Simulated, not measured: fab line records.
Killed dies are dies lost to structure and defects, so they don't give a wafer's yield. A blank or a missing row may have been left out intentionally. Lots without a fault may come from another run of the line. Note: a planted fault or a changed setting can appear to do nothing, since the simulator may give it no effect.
What tool caused it?    flow ritCmos    14 lots, 42 wafers sampled, at 1 step of a route of 202

## WHAT THE GAUGES SHOWED, per wafer
Not one reading of a measure or inspect step in the record can be checked against a usual standard deviation.

## TOOL THAT RAN EACH LOT (tool first, then ch and the chambers of the sampled wafers, then the start)
lot   RIT_PRETRO_PEB_04
L919  lithoTrack-01 ch 0, day 2 13:01
L921  lithoTrack-03 ch 0, day 3 04:10
L922  lithoTrack-04 ch 0, day 3 06:35
L924  lithoTrack-03 ch 0, day 3 18:50
L926  lithoTrack-04 ch 0, day 4 00:50
L929  lithoTrack-04, day 4 15:16
L930  lithoTrack-01, day 4 23:35
L931  lithoTrack-01 ch 0, day 5 04:11
L935  lithoTrack-04 ch 0, day 6 01:51
L936  lithoTrack-01 ch 0, day 6 08:19
L937  lithoTrack-01 ch 0, day 6 16:16
L938  lithoTrack-03 ch 0, day 6 22:13
L939  lithoTrack-01 ch 0, day 7 03:20
L940  lithoTrack-01 ch 0, day 7 09:43
- RIT_PRETRO_PEB_04

## AS READ BY THE TOOLS THEMSELVES (means over the sampled wafers that have a number; for cases with no such wafer, the mark the record gives instead)
RIT_PRETRO_PEB_04. Usual: 45.1 Pa for exhaustPa, sd 0.83.
lot   tool           exhaustPa (Pa)  flag
L919  lithoTrack-01  44.7            
L921  lithoTrack-03  45.2            
L922  lithoTrack-04  45.2            
L924  lithoTrack-03  45.7            
L926  lithoTrack-04  46.1            
L929  lithoTrack-04  -               OFF
L930  lithoTrack-01  -               OFF
L931  lithoTrack-01  45.5            
L935  lithoTrack-04  44.3            
L936  lithoTrack-01  44.0            
L937  lithoTrack-01  44.0            
L938  lithoTrack-03  45.5            
L939  lithoTrack-01  45.3            
L940  lithoTrack-01  45.9            

## THE ANSWER, worked out from the rows above alone
Rule: a lot is off if the mean of its wafers that have a number lies more than 3 standard deviations from the usual mean. A lot without any number at a reading at which 4 lots or more have one is off too. The other lots that the step has rows for count as sound. First the gauges in route order, then the tools' own readings, where a lot's mean is used as printed above. At the first step where some lot is off, the reading lying furthest off is the one used; lots without a number count as furthest.
Off: L929, L930 (RIT_PRETRO_PEB_04, exhaustPa). Without a number there: L929, L930.
If a tool, at that step or one of the process steps before it, ran each lot that is off and ran no sound lot following the first of them, it fits. None of those tried fits.

## WHAT THE SIMULATOR HAD INSERTED
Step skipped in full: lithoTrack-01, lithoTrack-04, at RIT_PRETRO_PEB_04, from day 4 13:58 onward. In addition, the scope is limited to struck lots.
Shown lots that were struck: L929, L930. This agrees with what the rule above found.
